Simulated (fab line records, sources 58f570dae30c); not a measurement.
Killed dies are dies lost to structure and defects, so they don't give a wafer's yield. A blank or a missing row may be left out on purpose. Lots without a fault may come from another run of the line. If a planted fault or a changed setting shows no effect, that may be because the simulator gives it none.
Which tool is to blame? :: flow berkeley_cmos170 :: at 1 step of a route of 331, 7 lots with 21 wafers sampled

== WHAT EACH GAUGE READ, for each wafer ==
UCB170_V1_CD_MEAS_12: the cd target is 700 nm.
lot: L936
measured: day 7 11:08
on: cd_sem-01
cd_nm (nm): 697.3 698.0 698.9

lot: L941
measured: day 8 11:31
on: cd_sem-01
cd_nm (nm): 698.9 698.6 698.6

lot: L945
measured: day 10 02:08
on: cd_sem-01
cd_nm (nm): 701.2 699.4 700.1

lot: L948
measured: day 10 02:31
on: cd_sem-01
cd_nm (nm): 699.8 700.2 701.1

lot: L949
measured: day 10 05:10
on: cd_sem-02
cd_nm (nm): 702.5 703.2 703.5

lot: L957
measured: day 11 17:38
on: cd_sem-02
cd_nm (nm): 697.5 699.7 699.4

lot: L955
measured: day 11 23:25
on: cd_sem-02
cd_nm (nm): 701.3 702.0 702.2

== WHICH TOOL RAN EACH LOT (tool, then ch and the chambers of the sampled wafers, then the start) ==
No process step before these readings appears in the record.

== THE ANSWER, worked out from the rows above alone ==
Rule: what is usual is taken from the lots themselves. Put in order of their means at a reading, lots are off if they are a third of the lots or fewer, leave a main group of 4 or more, and stand apart from it by a gap of 3 or more times the standard deviation of the main group's means; of several such gaps the widest counts. A main group is skipped when, at the precision printed for the reading in the tables above, its means are all equal. Also off: a lot with no number at a reading for which 4 or more lots have one. All remaining lots with rows at the step are treated as sound.
No lot is off at any reading shown: from this, nothing can be told.

== WHAT WAS PUT IN BY THE SIMULATOR ==
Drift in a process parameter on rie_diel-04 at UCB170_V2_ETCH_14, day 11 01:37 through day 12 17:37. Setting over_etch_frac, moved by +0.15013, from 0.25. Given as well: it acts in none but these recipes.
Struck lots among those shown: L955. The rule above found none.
